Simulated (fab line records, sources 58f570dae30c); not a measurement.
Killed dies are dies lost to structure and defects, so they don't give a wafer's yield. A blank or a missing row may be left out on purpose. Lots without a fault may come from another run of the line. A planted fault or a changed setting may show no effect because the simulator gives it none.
Which tool did it? | flow berkeley_cmos170 | 12 lots, 36 wafers sampled, at 1 step of a route of 331

WHAT THE GAUGES READ, wafer by wafer
UCB170_GATE_OVL_MEAS_13.
lot  | measured     | on         | GATE_OVL (nm)
L077 | day 6 05:08  | overlay-02 | -2 -2 2
L075 | day 6 05:24  | overlay-02 | 0 -1 -2
L078 | day 6 15:05  | overlay-01 | -2 1 -2
L080 | day 7 03:35  | overlay-01 | -3 5 0
L086 | day 7 21:01  | overlay-02 | 6 -2 -5
L084 | day 7 21:15  | overlay-02 | 1 -5 -4
L082 | day 7 21:37  | overlay-02 | -13 2 -4
L090 | day 8 20:16  | overlay-01 | 7 -1 -1
L091 | day 9 07:10  | overlay-01 | 2 2 6
L092 | day 9 23:41  | overlay-02 | -6 -7 0
L096 | day 10 10:26 | overlay-01 | -4 2 10
L097 | day 10 20:32 | overlay-02 | 0 -4 7

WHICH TOOL RAN EACH LOT (tool, then ch and the chambers of the sampled wafers, then the start)
The record holds no process step before these readings.

THE ANSWER, worked out from the rows above alone
Rule: what is usual is taken from the lots themselves. Put in order of their means at a reading, lots are off if they are a third of the lots or fewer, leave a main group of 4 or more, and stand apart from it by a gap of 3 or more times the standard deviation of the main group's means; of several such gaps the widest counts. A main group whose means are all the same, to the digits that the tables above print for the reading, isn't used. A lot without any number at a reading at which 4 lots or more have one is off too. The other lots that the step has rows for count as sound.
No lot is off at any reading shown: from this, nothing can be told.

WHAT THE SIMULATOR HAD PUT IN
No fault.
